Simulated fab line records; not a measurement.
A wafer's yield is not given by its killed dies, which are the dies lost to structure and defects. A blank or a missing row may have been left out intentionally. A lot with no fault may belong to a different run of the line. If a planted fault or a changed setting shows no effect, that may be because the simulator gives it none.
Chamber matching / flow berkeley cmos170 / UCB170_V2_CMP_02 on cmp-01: 4 sister chambers
The step polishes SiO2. 8 wafers are shown with their chamber, then 9 later ones without.

EACH WAFER AND ITS CHAMBER
wafer=L510.3; chamber=3; motor current A (A)=15.6; slurry filter dp kPa (kPa)=13.52
wafer=L510.5; chamber=2; motor current A (A)=14.8; slurry filter dp kPa (kPa)=13.45
wafer=L511.4; chamber=2; motor current A (A)=14.6; slurry filter dp kPa (kPa)=13.41
wafer=L511.5; chamber=1; motor current A (A)=15.5; slurry filter dp kPa (kPa)=13.37
wafer=L511.6; chamber=0; motor current A (A)=16.0; slurry filter dp kPa (kPa)=13.84
wafer=L517.2; chamber=1; motor current A (A)=15.5; slurry filter dp kPa (kPa)=13.44
wafer=L517.4; chamber=0; motor current A (A)=16.2; slurry filter dp kPa (kPa)=13.38
wafer=L517.5; chamber=3; motor current A (A)=15.0; slurry filter dp kPa (kPa)=13.44

WAFERS WITH NO CHAMBER GIVEN
wafer=L519.1; motor current A (A)=15.9; slurry filter dp kPa (kPa)=13.49
wafer=L519.2; motor current A (A)=13.9; slurry filter dp kPa (kPa)=13.49
wafer=L519.5; motor current A (A)=15.7; slurry filter dp kPa (kPa)=13.71
wafer=L523.1; motor current A (A)=17.4; slurry filter dp kPa (kPa)=13.44
wafer=L523.4; motor current A (A)=15.6; slurry filter dp kPa (kPa)=13.55
wafer=L523.6; motor current A (A)=14.5; slurry filter dp kPa (kPa)=13.44
wafer=L524.1; motor current A (A)=14.9; slurry filter dp kPa (kPa)=13.43
wafer=L524.4; motor current A (A)=16.6; slurry filter dp kPa (kPa)=13.59
wafer=L524.5; motor current A (A)=14.4; slurry filter dp kPa (kPa)=13.51

EACH ONE'S CHAMBER
wafer=L519.1; from the rows above=can't be placed: 0 or 1 or 3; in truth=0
wafer=L519.2; from the rows above=2; in truth=2
wafer=L519.5; from the rows above=can't be placed: 0 or 1 or 3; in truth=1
wafer=L523.1; from the rows above=0; in truth=0
wafer=L523.4; from the rows above=can't be placed: 1 or 3 or 0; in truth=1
wafer=L523.6; from the rows above=2; in truth=2
wafer=L524.1; from the rows above=can't be placed: 2 or 3 or 1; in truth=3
wafer=L524.4; from the rows above=0; in truth=0
wafer=L524.5; from the rows above=2; in truth=2
Correctly placed: 5 of 9. From these rows, 4 cannot be placed; in 4 the true chamber is one of the candidates. Number placed wrongly: 0.
How it was worked out, from the rows above alone: a wafer's distance from a chamber is the root of the sum, over the readings, of the square of ((its reading less the chamber's mean) divided by the reading's scatter). The wafer belongs to the nearest chamber; if the next one is less than 2 further off, it can't be placed. For every chamber, the mean is computed from those of its wafers that are shown. The scatter: take each reading less its chamber's mean, square it, sum over the shown wafers, divide by the number of wafers less the number of chambers, and take the root.
